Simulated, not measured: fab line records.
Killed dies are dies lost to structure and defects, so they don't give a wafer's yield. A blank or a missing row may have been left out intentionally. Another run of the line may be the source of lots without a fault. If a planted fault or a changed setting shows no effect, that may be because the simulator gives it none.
8D (eight disciplines) problem report, filled in by code | flow berkeley_cmos170 | the parts of the form that need people (team, actions taken, sign-off) are left out

== 1. WHAT IS WRONG ==
tilt_deg at UCB170_PSD_IMPLANT_08 reads a mean of 6.356 degrees on 6 wafers of 2 lots; wafers without a fault read 6.996 degrees with a standard deviation of 0.02. Relative to the usual mean, that is a shift of -32 standard deviations.
Seen first at day 9 03:15 on implanter-01, wafer L638.2. The record has a number at this step for 42 wafers belonging to 14 lots. Rule for "out", or "out of limits": more than 4 standard deviations from the usual mean. Any other wafer with a number is counted as sound.

== 2. WHAT IT IS; WHAT IT IS NOT ==
question                    | is                     | is not
which readings at this step | tilt_deg               | -
which lots                  | L638, L640             | L629, L630, L631, L632, L633, L634, L637, L639, L647, L648, L650, L651
which wafers of those lots  | all that have a number | -
read on which tools         | implanter-01           | implanter-03, implanter-04
when                        | from day 9 03:15       | up to then (24 sound wafers); but 12 sound wafers of L647, L648, L650, L651 came after

== 3. SUSPECTS, AND WHAT RULES EACH OUT ==
Counting: a tool stays on the suspect list if, at a process step up to the reading, it processed all lots that are out and no sound lot following the first of them.
- implanter-01 at UCB170_PSD_IMPLANT_08: kept. All lots that are out passed through it, beginning with L638 at day 9 03:15, and no sound lot followed; its final sound lot before that point was L634 at day 7 15:06. On those wafers its own readings are out: tilt_deg.
After counting, what remains is implanter-01 at UCB170_PSD_IMPLANT_08.

== 4. THE CAUSE (what the simulator had put in) ==
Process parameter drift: implanter-01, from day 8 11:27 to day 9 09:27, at UCB170_PSD_IMPLANT_08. A move of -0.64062 in setting tilt_deg, from 7. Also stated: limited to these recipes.
This tool alone remained once counting was done.

== 5. THE EFFECT CHAIN, in route order ==
Each row: a reading where the mean over the struck wafers with a number is more than 3 standard deviations away from the usual. Readings are gone through only where the record gives a usual standard deviation; hours: the median, over the lots, of the time from a lot's start at the first step in this table giving one to that lot's start at this step; sigmas: the change measured in usual standard deviations.
hours | step                  | reading  | usual         | on struck wafers | change | sigmas
0     | UCB170_PSD_IMPLANT_08 | tilt_deg | 6.996 degrees | 6.356            | -0.640 | -32
Its process steps:
- UCB170_PSD_IMPLANT_08

== 6. WHAT WOULD HAVE CAUGHT IT SOONER ==
In this record no reading fell out of limits until day 9 03:15, 16 hours after the fault had begun at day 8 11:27.
